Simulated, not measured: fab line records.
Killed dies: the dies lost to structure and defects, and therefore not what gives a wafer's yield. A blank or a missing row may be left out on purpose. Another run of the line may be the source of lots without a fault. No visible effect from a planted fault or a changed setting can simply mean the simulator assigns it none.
fab line records | flow berkeley-cmos170 | part 2 of 2: steps 29 to 38 of 38
[record] lots = 5 | wafers = 15 | last-day = 11
route steps=331 shown PSD@175 NSD@187 BACKSIDE@199 SDANNEAL@204 PLDD@208 NLDD@209 SILICIDE@210
lots with no fault: from the same line, run without faults
start-h: the number of hours between the record's first day and the start of the first shown wafer of the lot | wait-h: hours from the lot's prior step to this one | " same as the row above | L1.1+2: a row that stands for several wafers | - no value present, or no start provided | * or withheld: withheld | < > ~ a bound
route shown NAME@n: a module of which the file shows steps, and the number in the route of the first | usual: mean/standard deviation taken from wafers without a fault | same: alike in all rows | chamber/n: place in a boat | sites: the reading at each site | _std_site: standard deviation of those values | _edge_site: the outer-site mean with the inner-site mean subtracted | radius-mm: how far each site lies from the wafer's centre | mask NAME#n: copy n | behind: the tool/chamber that last shaped the wafer | hold: reason for holding the lot/hours on hold/outcome of the hold | device: the n, p or np transistor that did not switch | end of line: tests of these same wafers at the route's end | a step with no rows: only its recipe | killed: the dies lost at the first sort to structure and to defects; this is not the yield of the wafer | map: the dies of a wafer, with x for killed, . for not killed, _ for no die there
set.NAME: the setting the step ran with; set.NAME@STEP: the setting that earlier step ran with | model.NAME: the simulator's own value behind a step, which no gauge read
lots seen at some steps along the route; tables by step, rows by wafer
services: the hour from which a tool's chamber was out of use, counted from the record's first day as start-h (under 0 if before that day), plus the number of hours and why
[[steps]]
[step UCB170_BACKSIDE_CLEAN_04]
[recipe] chemistry = SPM | temp-c = 120 | time-s = 600
lot.wafer  | tool         | chamber | start-h | wait-h
L074.1+4+5 | wet-bench-04 | 2       | 132.65  | 0.1
L076.3+5+6 | wet-bench-04 | 2       | 156.03  | 0.7
L080.1+5+6 | wet-bench-03 | 2       | 167.34  | 0.1
L089.1+3+5 | wet-bench-04 | 2       | 211.26  | 0.1
L095.1+2+3 | wet-bench-02 | 1       | 240.66  | 0.1
[step UCB170_SDANNEAL_RTA_00]
[recipe] temp-c = 900 | time-s = 10 | ambient = N2
[usual] lamp-power-pct = 25.7/1.4 | wafer_temp_C_max = 904.0/0.76
lot.wafer | tool          | chamber | start-h | wait-h | lamp-power-pct | wafer_temp_C_max
L074.1    | rtp-anneal-01 | 0       | 132.82  | 0.0    | 24.8           | 903.9
L074.4    | "             | 0       | "       | "      | 24.8           | 903.9
L074.5    | "             | 0       | "       | "      | 24.7           | 905.1
L076.3    | rtp-anneal-02 | 0       | 156.25  | 0.0    | 27.9           | 904.8
L076.5    | "             | 0       | "       | "      | 27.9           | 904.6
L076.6    | "             | 0       | "       | "      | 27.9           | 904.5
L080.1    | rtp-anneal-01 | 0       | 167.51  | 0.0    | 24.8           | 903.5
L080.5    | "             | 0       | "       | "      | 24.8           | 904.2
L080.6    | "             | 0       | "       | "      | 24.8           | 903.3
L089.1    | rtp-anneal-02 | 0       | 211.43  | 0.0    | 27.8           | 904.4
L089.3    | "             | 0       | "       | "      | 27.8           | 904.0
L089.5    | "             | 0       | "       | "      | 27.9           | 903.4
L095.1    | rtp-anneal-01 | 0       | 240.83  | 0.0    | 24.8           | 903.4
L095.2    | "             | 0       | "       | "      | 24.8           | 903.9
L095.3    | "             | 0       | "       | "      | 24.8           | 903.8
[step UCB170_SDANNEAL_RTA_01]
[recipe] temp-c = 1050 | time-s = 5 | ambient = N2
[usual] lamp-power-pct = 39.6/2.1 | wafer_temp_C_max = 1054.8/1
lot.wafer | tool          | chamber | start-h | wait-h | lamp-power-pct | wafer_temp_C_max
L074.1    | rtp-anneal-01 | 0       | 132.89  | 0.1    | 38.2           | 1055.4
L074.4    | "             | 0       | "       | "      | 38.3           | 1054.6
L074.5    | "             | 0       | "       | "      | 38.3           | 1053.7
L076.3    | rtp-anneal-02 | 0       | 156.31  | 0.1    | 43.0           | 1056.1
L076.5    | "             | 0       | "       | "      | 43.0           | 1054.8
L076.6    | "             | 0       | "       | "      | 43.0           | 1056.5
L080.1    | rtp-anneal-01 | 0       | 167.58  | 0.1    | 38.3           | 1055.2
L080.5    | "             | 0       | "       | "      | 38.3           | 1055.0
L080.6    | "             | 0       | "       | "      | 38.3           | 1054.5
L089.1    | rtp-anneal-02 | 0       | 211.50  | 0.1    | 43.1           | 1054.6
L089.3    | "             | 0       | "       | "      | 43.0           | 1054.8
L089.5    | "             | 0       | "       | "      | 43.0           | 1055.9
L095.1    | rtp-anneal-01 | 0       | 240.90  | 0.1    | 38.3           | 1052.7
L095.2    | "             | 0       | "       | "      | 38.3           | 1053.6
L095.3    | "             | 0       | "       | "      | 38.3           | 1055.2
[step UCB170_SDANNEAL_RS_MEAS_02]
[recipe] thk-meas-gauge = four-point-probe
[usual] PSD_RS = 75.5/0.39
lot.wafer | tool          | chamber | start-h | wait-h | PSD_RS[ohm/sq]
L074.1    | film-metro-01 | -       | 132.95  | 0.0    | 75.8
L074.4    | "             | -       | "       | "      | 75.8
L074.5    | "             | -       | "       | "      | 75.7
L076.3    | film-metro-01 | -       | 156.39  | 0.1    | 74.9
L076.5    | "             | -       | "       | "      | 75.3
L076.6    | "             | -       | "       | "      | 75.1
L080.1    | film-metro-03 | -       | 167.64  | 0.0    | 75.7
L080.5    | "             | -       | "       | "      | 75.4
L080.6    | "             | -       | "       | "      | 75.4
L089.1    | film-metro-01 | -       | 211.56  | 0.0    | 75.2
L089.3    | "             | -       | "       | "      | 75.2
L089.5    | "             | -       | "       | "      | 75.2
L095.1    | film-metro-04 | -       | 240.96  | 0.0    | 75.3
L095.2    | "             | -       | "       | "      | 75.6
L095.3    | "             | -       | "       | "      | 75.5
[step UCB170_SDANNEAL_RS_MEAS_03]
[recipe] thk-meas-gauge = four-point-probe
[usual] NSD_RS = 37.13/0.084
lot.wafer | tool          | chamber | start-h | wait-h | NSD_RS[ohm/sq]
L074.1    | film-metro-01 | -       | 133.07  | 0.1    | 37.16
L074.4    | "             | -       | "       | "      | 37.14
L074.5    | "             | -       | "       | "      | 37.05
L076.3    | film-metro-01 | -       | 156.51  | 0.1    | 37.20
L076.5    | "             | -       | "       | "      | 37.15
L076.6    | "             | -       | "       | "      | 37.28
L080.1    | film-metro-03 | -       | 167.76  | 0.1    | 37.21
L080.5    | "             | -       | "       | "      | 37.05
L080.6    | "             | -       | "       | "      | 37.10
L089.1    | film-metro-01 | -       | 211.68  | 0.1    | 37.09
L089.3    | "             | -       | "       | "      | 37.00
L089.5    | "             | -       | "       | "      | 37.04
L095.1    | film-metro-04 | -       | 241.08  | 0.1    | 37.05
L095.2    | "             | -       | "       | "      | 37.04
L095.3    | "             | -       | "       | "      | 37.07
[step UCB170_SDANNEAL_RS_MEAS_04]
[recipe] thk-meas-gauge = four-point-probe
[usual] PLDD_RS = 1030.3/2.7
lot.wafer | tool          | chamber | start-h | wait-h | PLDD_RS[ohm/sq]
L074.1    | film-metro-01 | -       | 133.19  | 0.1    | 1025.6
L074.4    | "             | -       | "       | "      | 1025.5
L074.5    | "             | -       | "       | "      | 1030.0
L076.3    | film-metro-01 | -       | 156.63  | 0.1    | 1029.5
L076.5    | "             | -       | "       | "      | 1029.5
L076.6    | "             | -       | "       | "      | 1029.5
L080.1    | film-metro-03 | -       | 167.88  | 0.1    | 1034.9
L080.5    | "             | -       | "       | "      | 1030.3
L080.6    | "             | -       | "       | "      | 1033.0
L089.1    | film-metro-01 | -       | 211.80  | 0.1    | 1023.6
L089.3    | "             | -       | "       | "      | 1028.3
L089.5    | "             | -       | "       | "      | 1025.7
L095.1    | film-metro-04 | -       | 241.20  | 0.1    | 1033.9
L095.2    | "             | -       | "       | "      | 1031.0
L095.3    | "             | -       | "       | "      | 1034.9
[step UCB170_SDANNEAL_RS_MEAS_05]
[recipe] thk-meas-gauge = four-point-probe
[usual] NLDD_RS = 615.7/1.3
lot.wafer | tool          | chamber | start-h | wait-h | NLDD_RS[ohm/sq]
L074.1    | film-metro-01 | -       | 133.31  | 0.1    | 614.8
L074.4    | "             | -       | "       | "      | 615.1
L074.5    | "             | -       | "       | "      | 615.3
L076.3    | film-metro-01 | -       | 156.75  | 0.1    | 616.8
L076.5    | "             | -       | "       | "      | 616.3
L076.6    | "             | -       | "       | "      | 616.8
L080.1    | film-metro-03 | -       | 168.00  | 0.1    | 616.8
L080.5    | "             | -       | "       | "      | 615.9
L080.6    | "             | -       | "       | "      | 617.3
L089.1    | film-metro-01 | -       | 211.92  | 0.1    | 613.0
L089.3    | "             | -       | "       | "      | 615.0
L089.5    | "             | -       | "       | "      | 615.2
L095.1    | film-metro-04 | -       | 241.32  | 0.1    | 614.9
L095.2    | "             | -       | "       | "      | 616.0
L095.3    | "             | -       | "       | "      | 614.5
[step UCB170_SILICIDE_PRE_CLEAN_00]
[recipe] gas = Ar | preclean-etch-time-s = 60
lot.wafer  | tool           | chamber | start-h | wait-h
L074.1+4+5 | pvd-sputter-04 | -       | 133.43  | 0.1
L076.3+5+6 | pvd-sputter-03 | -       | 156.83  | 0.1
L080.1+5+6 | pvd-sputter-01 | -       | 168.12  | 0.1
L089.1+3+5 | pvd-sputter-03 | -       | 212.04  | 0.1
L095.1+2+3 | pvd-sputter-04 | -       | 241.44  | 0.1
[step UCB170_SILICIDE_SPUTTER_01]
[recipe] material = Ti | target-thk-nm = 30 | time-s = 25 | power-w = 1500 | chamber-pressure-pa = 0.5
[usual] cathode-dc-power-W = 1500.0/0.29 | throttle-valve-pct = 30.1/0.87
lot.wafer | tool           | chamber | start-h | wait-h | cathode-dc-power-W | throttle-valve-pct
L074.1    | pvd-sputter-04 | -       | 133.49  | 0.0    | 1500.4             | 29.1
L074.4    | "              | -       | "       | "      | 1499.5             | 29.3
L074.5    | "              | -       | "       | "      | 1500.1             | 29.1
L076.3    | pvd-sputter-03 | -       | 156.90  | 0.0    | 1499.6             | 30.4
L076.5    | "              | -       | "       | "      | 1499.7             | 30.2
L076.6    | "              | -       | "       | "      | 1500.0             | 30.7
L080.1    | pvd-sputter-01 | -       | 168.18  | 0.0    | 1499.9             | 31.0
L080.5    | "              | -       | "       | "      | 1500.3             | 30.2
L080.6    | "              | -       | "       | "      | 1500.4             | 30.8
L089.1    | pvd-sputter-03 | -       | 212.10  | 0.0    | 1500.0             | 30.6
L089.3    | "              | -       | "       | "      | 1500.1             | 30.8
L089.5    | "              | -       | "       | "      | 1500.0             | 30.3
L095.1    | pvd-sputter-04 | -       | 241.50  | 0.0    | 1500.2             | 28.9
L095.2    | "              | -       | "       | "      | 1500.0             | 28.7
L095.3    | "              | -       | "       | "      | 1499.4             | 31.0
[step UCB170_SILICIDE_RS_MEAS_02]
[recipe] thk-meas-gauge = four-point-probe | reads = Ti_of_SILICIDE_SPUTTER_01
[usual] SILICIDE_TI_RS = 26.2/0.36
lot.wafer | tool          | chamber | start-h | wait-h | SILICIDE_TI_RS[ohm/sq]
L074.1    | film-metro-04 | -       | 133.52  | 0.0    | 26.7
L074.4    | "             | -       | "       | "      | 26.3
L074.5    | "             | -       | "       | "      | 26.5
L076.3    | film-metro-02 | -       | 156.97  | 0.1    | 27.0
L076.5    | "             | -       | "       | "      | 26.7
L076.6    | "             | -       | "       | "      | 27.2
L080.1    | film-metro-02 | -       | 168.21  | 0.0    | 26.7
L080.5    | "             | -       | "       | "      | 26.1
L080.6    | "             | -       | "       | "      | 26.8
L089.1    | film-metro-04 | -       | 212.13  | 0.0    | 26.1
L089.3    | "             | -       | "       | "      | 26.4
L089.5    | "             | -       | "       | "      | 26.1
L095.1    | film-metro-02 | -       | 241.53  | 0.0    | 25.2
L095.2    | "             | -       | "       | "      | 25.7
L095.3    | "             | -       | "       | "      | 25.8
[[services]]
tool            | chamber | start-h | hours | kind
plasma-asher-04 | -       | 108.75  | 9.0   | pm
plasma-asher-04 | 0       | 108.75  | 9.0   | vent-cycle
plasma-asher-04 | 1       | 108.75  | 9.0   | vent-cycle
litho-track-02  | -       | 114.07  | -     | consumable-replace:filter
plasma-asher-01 | -       | 114.63  | 2.3   | repair
implanter-03    | -       | 125.25  | 2.0   | repair
krf-scanner-02  | -       | 133.99  | 0.8   | pm
krf-scanner-02  | -       | 134.74  | 1.0   | pm
krf-scanner-02  | -       | 137.23  | 1.3   | pm
plasma-asher-04 | -       | 147.88  | 1.2   | repair
pvd-sputter-04  | -       | 150.24  | 0.8   | repair
plasma-asher-03 | -       | 150.77  | 2.4   | repair
krf-scanner-01  | -       | 153.39  | 1.2   | repair
implanter-01    | -       | 156.96  | 3.1   | repair
implanter-03    | -       | 164.07  | 4.3   | repair
implanter-03    | -       | 164.65  | 4.2   | repair
rtp-anneal-02   | -       | 177.51  | 6.3   | pm
krf-scanner-01  | -       | 198.14  | 1.0   | repair
wet-bench-02    | -       | 199.31  | 1.4   | repair
implanter-02    | -       | 209.04  | 2.7   | repair
krf-scanner-01  | -       | 217.15  | 1.0   | pm
implanter-02    | -       | 226.06  | 4.7   | pm
plasma-asher-01 | -       | 226.52  | 4.3   | pm
krf-scanner-01  | -       | 239.07  | 1.3   | pm
